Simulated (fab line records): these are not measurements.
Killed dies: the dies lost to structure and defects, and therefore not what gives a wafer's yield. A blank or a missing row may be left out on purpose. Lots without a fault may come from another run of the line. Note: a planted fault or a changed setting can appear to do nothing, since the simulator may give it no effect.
Shared-tool check + flow berkeleyCmos170 + 10 lots, 30 wafers sampled

## REASON IT WAS OPENED
Of 10 lots, 3 have the reading NLDD_TW flagged at UCB170_NLDD_TW_MEAS_11. No-fault wafers: 2228, standard deviation 15.
Rule: a lot is flagged when every wafer of it that has a number lies more than 4 standard deviations from that mean, or none has a number. As for the other lots, they are considered sound.

| lot  | measured     | on           | NLDD_TW, wafer by wafer | flag    |
|------|--------------|--------------|-------------------------|---------|
| L975 | day 6 08:26  | filmMetro-02 | 2241 2243 2244          |         |
| L976 | day 6 09:20  | filmMetro-02 | 2235 2236 2243          |         |
| L977 | day 6 12:08  | filmMetro-03 | 2228 2213 2224          |         |
| L983 | day 7 21:36  | filmMetro-02 | 2354 2362 2358          | FLAGGED |
| L985 | day 8 03:03  | filmMetro-03 | 2332 2332 2346          | FLAGGED |
| L987 | day 8 13:29  | filmMetro-03 | 2332 2342 2336          | FLAGGED |
| L989 | day 9 11:43  | filmMetro-03 | 2209 2202 2210          |         |
| L991 | day 9 16:59  | filmMetro-03 | 2191 2207 2199          |         |
| L994 | day 10 10:34 | filmMetro-02 | 2236 2239 2242          |         |
| L996 | day 10 11:24 | filmMetro-02 | 2244 2240 2247          |         |
The numbers of the flagged lots are 2344 on average: +116 against the usual, or +8 standard deviations.

## EACH LOT AND THE TOOL IT RAN ON
The record keeps 1 process step preceding the reading, out of 331 steps on the route. Cell contents, in order: the tool; ch with the chambers the sampled wafers went through; the start.
| lot  | flag    | UCB170_NLDD_IMPLANT_08          |
|------|---------|---------------------------------|
| L975 |         | implanter-01 ch 0, day 6 08:02  |
| L976 |         | implanter-03 ch 0, day 6 08:57  |
| L977 |         | implanter-04 ch 0, day 6 11:44  |
| L983 | FLAGGED | implanter-03 ch 0, day 7 21:12  |
| L985 | FLAGGED | implanter-03 ch 0, day 8 02:39  |
| L987 | FLAGGED | implanter-03 ch 0, day 8 13:08  |
| L989 |         | implanter-01 ch 0, day 9 11:21  |
| L991 |         | implanter-01 ch 0, day 9 16:35  |
| L994 |         | implanter-01 ch 0, day 10 10:11 |
| L996 |         | implanter-01 ch 0, day 10 11:00 |
What these steps do:
- UCB170_NLDD_IMPLANT_08
- UCB170_NLDD_TW_MEAS_11

## FLAGGED OVER TOTAL, TOOL BY TOOL (the gauges that took the reading come last)
| step                   | tool         | lots run | flagged | share of the flagged lots | sound lots run after its first flagged lot |
|------------------------|--------------|----------|---------|---------------------------|--------------------------------------------|
| UCB170_NLDD_IMPLANT_08 | implanter-01 | 5        | 0       | none                      | -                                          |
| UCB170_NLDD_IMPLANT_08 | implanter-03 | 4        | 3       | all                       | 0                                          |
| UCB170_NLDD_IMPLANT_08 | implanter-04 | 1        | 0       | none                      | -                                          |
| UCB170_NLDD_TW_MEAS_11 | filmMetro-02 | 5        | 1       | some                      | 2 (L994,L996)                              |
| UCB170_NLDD_TW_MEAS_11 | filmMetro-03 | 5        | 2       | some                      | 2 (L989,L991)                              |

## WHAT THE TABLE PERMITS
In the table, 1 row covers all flagged lots: implanter-03 at UCB170_NLDD_IMPLANT_08.
- implanter-03 at UCB170_NLDD_IMPLANT_08 ran 4 lots, 3 of them flagged. Last sound lot L976 at day 6 08:57, first flagged lot L983 at day 7 21:12; a fault beginning in between fits. Its own readings lie more than 4 standard deviations out on every wafer of the flagged lots: doseIonsCm2, faradayCurrentUA.
implanter-03 at UCB170_NLDD_IMPLANT_08 is the single tool remaining.

## WHAT THE SIMULATOR PUT IN
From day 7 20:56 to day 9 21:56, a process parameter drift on implanter-03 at UCB170_NLDD_IMPLANT_08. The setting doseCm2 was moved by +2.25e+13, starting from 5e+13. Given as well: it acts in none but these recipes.
Lots struck among those shown: L983, L985, L987. This agrees with what the rule above found.
